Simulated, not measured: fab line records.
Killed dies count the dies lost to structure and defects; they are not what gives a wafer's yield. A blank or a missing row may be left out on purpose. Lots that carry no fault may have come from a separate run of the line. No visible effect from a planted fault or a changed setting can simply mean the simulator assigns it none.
Which tool is to blame? || flow berkeley-cmos170 || 7 lots with 21 wafers sampled at 3 steps, on a route of 331 steps

== WHAT THE GAUGES READ, wafer by wafer ==
UCB170_PSD_CD_MEAS_06: the cd target is 1200 nm.
{"lot": "L241", "measured": "day 6 22:34", "on": "cd-sem-02", "cd-nm (nm)": "1197.4 1198.4 1197.0"}
{"lot": "L247", "measured": "day 8 07:34", "on": "cd-sem-01", "cd-nm (nm)": "1198.5 1199.3 1198.5"}
{"lot": "L249", "measured": "day 8 22:40", "on": "cd-sem-01", "cd-nm (nm)": "1202.5 1201.9 1201.7"}
{"lot": "L252", "measured": "day 8 22:55", "on": "cd-sem-02", "cd-nm (nm)": "1198.9 1198.9 1198.6"}
{"lot": "L256", "measured": "day 9 23:40", "on": "cd-sem-01", "cd-nm (nm)": "1199.2 1200.7 1201.2"}
{"lot": "L260", "measured": "day 10 20:58", "on": "cd-sem-02", "cd-nm (nm)": "1177.3 1177.4 1177.2"}
{"lot": "L262", "measured": "day 11 07:35", "on": "cd-sem-01", "cd-nm (nm)": "1201.5 1202.7 1204.2"}

== TOOL THAT RAN EACH LOT (tool first, then ch and the chambers of the sampled wafers, then the start) ==
{"lot": "L241", "UCB170_ZERO_ETCH_06": "rie-diel-02 ch 0,1,3, day 2 05:51", "UCB170_PSD_PEB_04": "litho-track-02 ch 0, day 6 22:19"}
{"lot": "L247", "UCB170_ZERO_ETCH_06": "rie-diel-04 ch 0,2,3, day 3 12:47", "UCB170_PSD_PEB_04": "litho-track-01 ch 0, day 8 07:17"}
{"lot": "L249", "UCB170_ZERO_ETCH_06": "rie-diel-02 ch 1,2,3, day 4 00:34", "UCB170_PSD_PEB_04": "litho-track-01 ch 0, day 8 22:23"}
{"lot": "L252", "UCB170_ZERO_ETCH_06": "rie-diel-04 ch 1,2,3, day 4 11:25", "UCB170_PSD_PEB_04": "litho-track-04 ch 0, day 8 22:39"}
{"lot": "L256", "UCB170_ZERO_ETCH_06": "rie-diel-04 ch 1,2, day 5 08:44", "UCB170_PSD_PEB_04": "litho-track-02 ch 0, day 9 23:25"}
{"lot": "L260", "UCB170_ZERO_ETCH_06": "rie-diel-02 ch 1,2,3, day 6 06:46", "UCB170_PSD_PEB_04": "litho-track-04 ch 0, day 10 20:43"}
{"lot": "L262", "UCB170_ZERO_ETCH_06": "rie-diel-02 ch 1,2, day 6 15:07", "UCB170_PSD_PEB_04": "litho-track-01 ch 0, day 11 07:19"}
- UCB170_ZERO_ETCH_06: etches SiO2 in CHF3/CF4/Ar, time 12 s.
- UCB170_PSD_PEB_04

== THE ANSWER, worked out from the rows above alone ==
Rule: usual is defined by the lots themselves. The widest of any qualifying gaps counts: lots, ordered by their means at a reading, are off when they make up no more than a third of the lots, leave a main group of 4 or more, and stand apart from it by 3 or more times the standard deviation of that group's means. If all means in a main group match to the digits the tables above print for the reading, that group is not used. A lot without any number at a reading at which 4 lots or more have one is off too. All remaining lots with rows at the step are treated as sound.
Off: L260 (UCB170_PSD_CD_MEAS_06, cd-nm). Main group: mean 1200.1 nm, sd 1.9.
A tool fits if, at a process step before that reading, it ran every lot that is off, and no sound lot after the first of them. The gauges at UCB170_PSD_CD_MEAS_06 are tried like those tools. Can't be told from this: 2 tools fit, litho-track-04 at UCB170_PSD_PEB_04, cd-sem-02 at UCB170_PSD_CD_MEAS_06.

== WHAT THE SIMULATOR HAD INSERTED ==
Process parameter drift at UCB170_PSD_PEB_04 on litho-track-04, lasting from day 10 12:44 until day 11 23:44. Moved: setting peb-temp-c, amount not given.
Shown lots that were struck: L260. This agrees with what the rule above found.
